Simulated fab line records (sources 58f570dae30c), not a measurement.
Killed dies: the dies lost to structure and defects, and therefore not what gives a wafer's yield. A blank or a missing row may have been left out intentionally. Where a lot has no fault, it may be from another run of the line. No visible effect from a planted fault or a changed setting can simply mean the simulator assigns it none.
Code-filled problem report in 8D (eight disciplines) form    flow berkeley-cmos170    the parts of the form that need people (team, actions taken, sign-off) are left out

1. WHAT WENT WRONG
At UCB170_GATE_ETCH_14, oes-product-au averages 1.250 a.u. over 6 wafers from 2 lots, while fault-free wafers read 1.005 a.u., standard deviation 0.018. Measured from the usual mean, that is +14 standard deviations.
The step: etches BARC in N2/H2.
Earliest sighting: wafer L680.2 on rie-diel-03 at day 9 06:56. Wafers with a number at this step in the record: 42, from 14 lots. By rule, "out" or "out of limits" means more than 4 standard deviations away from the usual mean. The other wafers with a number count as sound.

2. WHAT THIS IS AND IS NOT
question                     is                      is not
which readings at this step  oes-product-au          drypump-motor-current-A, throttle-valve-pct
which lots                   L680, L681              L667, L669, L670, L671, L672, L673, L674, L676, L678, L685, L689, L690
which wafers of those lots   all that have a number  -
read on which tools          rie-diel-03             rie-diel-02, rie-diel-04
when                         from day 9 06:56        up to then (27 sound wafers); but 9 sound wafers of L685, L689, L690 came after

3. WHAT RULES OUT EACH SUSPECT
Counting: a tool at any process step up to the reading remains a suspect when it ran all the lots that are out and ran no sound lot after the first of those.
- rie-diel-03 at UCB170_GATE_ETCH_14 (etches BARC in N2/H2): kept. Every lot that is out went through it, starting with L680 (day 9 06:56), and after that it ran no sound lot; the last sound lot it ran before then is L674 (day 7 09:07). Its own oes-product-au readings are out on those wafers.
The count leaves rie-diel-03 at UCB170_GATE_ETCH_14.

4. THE CAUSE (what the simulator had put in)
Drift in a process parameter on rie-diel-03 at UCB170_GATE_ETCH_14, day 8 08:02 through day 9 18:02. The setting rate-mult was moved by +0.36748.
Counting left only this tool.

5. THE CHAIN OF EFFECTS, in route order
Each row: a reading where the mean over the struck wafers with a number is more than 3 standard deviations away from the usual. Only readings whose record carries a usual standard deviation are examined. hours: median over the lots of the time between each lot's start at the first step of this table that gives one and its start at this step. sigmas: the change, counted in usual standard deviations.
hours  step                 reading         usual       on struck wafers  change  sigmas
0      UCB170_GATE_ETCH_14  oes-product-au  1.005 a.u.  1.250             +0.245  +14
Its process steps:
- UCB170_GATE_ETCH_14: etches BARC in N2/H2.

6. WHAT WOULD HAVE CAUGHT IT SOONER
First out-of-limits reading in this record: day 9 06:56, which is 23 hours after fault onset at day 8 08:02.
